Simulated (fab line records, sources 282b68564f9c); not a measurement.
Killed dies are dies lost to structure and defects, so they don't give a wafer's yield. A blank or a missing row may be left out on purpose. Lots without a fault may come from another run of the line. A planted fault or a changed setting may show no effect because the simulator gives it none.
Which tool did it? | flow rit_cmos | 14 lots, 42 wafers sampled, at 4 steps of a route of 202

WHAT THE GAUGES READ, wafer by wafer
RIT_WELLDRIVE_RS_MEAS_01: measures by four-point-probe. Usual: NWELL_RS 275.6 ohm/sq, standard deviation 0.68.
lot  | measured    | on            | NWELL_RS (ohm/sq) | flag
L375 | day 2 10:40 | film_metro-02 | 275.6 275.8 275.9 |
L376 | day 2 15:44 | film_metro-02 | 275.0 274.6 274.8 |
L378 | day 3 04:08 | film_metro-01 | 274.7 275.4 275.4 |
L379 | day 3 08:14 | film_metro-01 | 274.5 275.1 275.0 |
L380 | day 3 15:49 | film_metro-01 | 274.4 274.7 275.0 |
L381 | day 3 19:45 | film_metro-03 | 277.5 277.3 277.7 |
L382 | day 3 22:11 | film_metro-03 | 276.7 275.7 276.2 |
L383 | day 4 06:29 | film_metro-01 | 282.6 282.2 282.7 | OFF
L384 | day 4 10:11 | film_metro-02 | 282.4 282.8 282.0 | OFF
L385 | day 4 12:34 | film_metro-02 | 274.7 274.6 273.6 |
L389 | day 5 10:29 | film_metro-02 | 275.1 274.8 275.7 |
L392 | day 6 05:57 | film_metro-01 | 275.5 274.9 275.4 |
L394 | day 6 19:44 | film_metro-02 | 275.9 275.8 275.3 |
L396 | day 7 07:14 | film_metro-02 | 276.0 276.2 275.8 |

RIT_GATE_CD_MEAS_16: target cd 150 nm. Usual: cd_nm 150.1 nm, standard deviation 2.4.
lot  | measured    | on        | cd_nm (nm)        | flag
L375 | day 2 20:43 | cd_sem-01 | 148.5 148.7 150.7 |
L376 | day 2 23:36 | cd_sem-02 | 150.4 154.1 152.5 |
L378 | day 3 14:02 | cd_sem-02 | 149.7 148.8 148.8 |
L379 | day 3 17:15 | cd_sem-02 | 148.2 149.0 148.8 |
L380 | day 4 02:22 | cd_sem-02 | 144.4 148.2 146.8 |
L381 | day 4 04:07 | cd_sem-01 | 150.4 151.9 150.9 |
L382 | day 4 06:16 | cd_sem-01 | 150.9 151.2 152.0 |
L383 | day 4 16:59 | cd_sem-01 | 148.7 148.6 149.1 |
L384 | day 4 19:30 | cd_sem-01 | 150.9 150.9 149.0 |
L385 | day 4 20:46 | cd_sem-01 | 150.7 150.1 150.5 |
L389 | day 6 00:15 | cd_sem-01 | 151.5 152.5 148.7 |
L392 | day 6 21:14 | cd_sem-01 | 152.8 153.4 154.9 |
L394 | day 7 14:57 | cd_sem-02 | 149.2 149.9 150.6 |
L396 | day 7 20:09 | cd_sem-02 | 150.1 153.3 152.6 |

RIT_PSD_OVL_MEAS_06. Usual: PSD_OVL 0.3 nm, standard deviation 1.6.
lot  | measured    | on         | PSD_OVL (nm)   | flag
L375 | day 3 12:05 | overlay-01 | 3.6 3.2 2.8    |
L376 | day 3 13:52 | overlay-02 | 0.9 2.6 2.7    |
L378 | day 4 02:13 | overlay-01 | -0.3 1.3 0.1   |
L379 | day 4 07:32 | overlay-02 | -0.2 0.5 -0.8  |
L380 | day 4 14:14 | overlay-02 | 0.4 1.0 -0.3   |
L381 | day 4 17:16 | overlay-01 | -1.5 0.9 1.2   |
L382 | day 4 19:25 | overlay-01 | -2.8 -1.9 -1.7 |
L383 | day 5 04:55 | overlay-02 | 1.1 2.3 0.8    |
L384 | day 5 08:48 | overlay-01 | -0.2 0.1 0.4   |
L385 | day 5 09:14 | overlay-01 | -0.7 -0.5 -1.2 |
L389 | day 6 16:46 | overlay-02 | 0.5 2.6 2.9    |
L392 | day 7 13:59 | overlay-01 | -0.4 1.4 0.6   |
L394 | day 8 04:13 | overlay-02 | 0.8 0.9 2.1    |
L396 | day 8 12:29 | overlay-02 | 0.6 -0.2 0.1   |

WHICH TOOL RAN EACH LOT (tool, then ch and the chambers of the sampled wafers, then the start)
lot  | RIT_NWELL_IMPLANT_08
L375 | implanter-01 ch 0, day 2 03:09
L376 | implanter-01 ch 0, day 2 07:41
L378 | implanter-03 ch 0, day 2 19:21
L379 | implanter-02 ch 0, day 2 23:16
L380 | implanter-01 ch 0, day 3 08:49
L381 | implanter-02 ch 0, day 3 11:24
L382 | implanter-03 ch 0, day 3 14:44
L383 | implanter-02 ch 0, day 3 23:17
L384 | implanter-02 ch 0, day 4 01:53
L385 | implanter-03 ch 0, day 4 04:52
L389 | implanter-01 ch 0, day 5 03:28
L392 | implanter-03 ch 0, day 5 21:13
L394 | implanter-01 ch 0, day 6 08:43
L396 | implanter-02 ch 0, day 6 19:16
- RIT_NWELL_IMPLANT_08

WHAT THE TOOLS THEMSELVES READ (means of the sampled wafers that have a number; where no wafer has one, the mark that the record gives instead)
RIT_NWELL_IMPLANT_08. Usual: dose_ions_cm2 5.001e+13, standard deviation 5.6e+10.
lot  | tool         | dose_ions_cm2 | flag
L375 | implanter-01 | 4.999e+13     |
L376 | implanter-01 | 4.996e+13     |
L378 | implanter-03 | 4.997e+13     |
L379 | implanter-02 | 4.998e+13     |
L380 | implanter-01 | 5.000e+13     |
L381 | implanter-02 | 5.004e+13     |
L382 | implanter-03 | 4.999e+13     |
L383 | implanter-02 | 4.805e+13     | OFF
L384 | implanter-02 | 4.807e+13     | OFF
L385 | implanter-03 | 5.002e+13     |
L389 | implanter-01 | 4.995e+13     |
L392 | implanter-03 | 5.007e+13     |
L394 | implanter-01 | 4.999e+13     |
L396 | implanter-02 | 5.008e+13     |

THE ANSWER, worked out from the rows above alone
Rule: a lot is off if the mean of its wafers that have a number lies more than 3 standard deviations from the usual mean. A lot without any number at a reading at which 4 lots or more have one is off too. The other lots that the step has rows for count as sound. The gauges are gone through in route order, then the tools' own readings, and for those a lot's mean is taken as printed above. The first step at which some lot is off is used, and at that step the reading that is off furthest; a lot without a number counts as furthest.
Off: L383, L384, at RIT_WELLDRIVE_RS_MEAS_01 (NWELL_RS).
A tool fits if, at a process step before that reading, it ran every lot that is off, and no sound lot after the first of them. The gauges at RIT_WELLDRIVE_RS_MEAS_01 aren't tried: what is off there is off at RIT_NWELL_IMPLANT_08 too, on other tools, and a gauge's error can't cause that. None of those tried fits.

WHAT THE SIMULATOR HAD PUT IN
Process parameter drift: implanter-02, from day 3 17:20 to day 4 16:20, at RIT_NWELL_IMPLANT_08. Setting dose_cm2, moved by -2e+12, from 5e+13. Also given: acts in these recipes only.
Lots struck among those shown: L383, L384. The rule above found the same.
